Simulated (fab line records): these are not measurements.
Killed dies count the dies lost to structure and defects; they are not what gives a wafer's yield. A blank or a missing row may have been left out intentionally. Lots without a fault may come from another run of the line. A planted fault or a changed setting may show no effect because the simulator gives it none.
Which of the tools did it?    flow berkeley-cmos170    6 lots with 18 wafers sampled at 2 steps, on a route of 331 steps

WHAT THE GAUGES SHOWED, per wafer
UCB170_SPACER_THK_MEAS_01.
lot   measured      on             SPACER_TEOS_THK (nm)
L247  day 8 06:46   film-metro-03  377 376 374
L245  day 8 08:16   film-metro-03  374 378 375
L243  day 8 08:02   film-metro-01  373 380 374
L256  day 10 04:11  film-metro-03  704 713 714
L259  day 11 08:34  film-metro-01  371 371 380
L262  day 12 05:05  film-metro-04  373 376 380

EACH LOT AND THE TOOL THAT RAN IT (in order: tool; ch and the chambers of the sampled wafers; start)
lot   UCB170_SPACER_CVD_00
L247  pecvd-02 ch 0,1,2, day 8 06:43
L245  pecvd-02 ch 0,1,2, day 8 08:13
L243  pecvd-01 ch 0,1,2, day 8 08:00
L256  pecvd-01 ch 0,1,2, day 10 04:08
L259  pecvd-03 ch 1,2, day 11 08:31
L262  pecvd-03 ch 0,1,2, day 12 05:03
- UCB170_SPACER_CVD_00: deposits SiO2 from TEOS/O2, target thk 376 nm, time 47 s.

THE ANSWER, worked out from the rows above alone
Rule: the lots themselves supply what counts as usual. The widest of any qualifying gaps counts: lots, ordered by their means at a reading, are off when they make up no more than a third of the lots, leave a main group of 4 or more, and stand apart from it by 3 or more times the standard deviation of that group's means. A main group is skipped when, at the precision printed for the reading in the tables above, its means are all equal. Also off: a lot with no number at a reading for which 4 or more lots have one. Where the step has rows for the other lots, those lots are counted as sound.
Off: L256, seen at UCB170_SPACER_THK_MEAS_01 (SPACER_TEOS_THK). Main group: mean 375 nm, sd 0.78.
A tool fits if, at a process step before that reading, it ran every lot that is off, and no sound lot after the first of them. The gauges at UCB170_SPACER_THK_MEAS_01 are tried like those tools. Can't be told from this: 2 tools fit, pecvd-01 at UCB170_SPACER_CVD_00, film-metro-03 at UCB170_SPACER_THK_MEAS_01.

WHAT WAS PUT IN BY THE SIMULATOR
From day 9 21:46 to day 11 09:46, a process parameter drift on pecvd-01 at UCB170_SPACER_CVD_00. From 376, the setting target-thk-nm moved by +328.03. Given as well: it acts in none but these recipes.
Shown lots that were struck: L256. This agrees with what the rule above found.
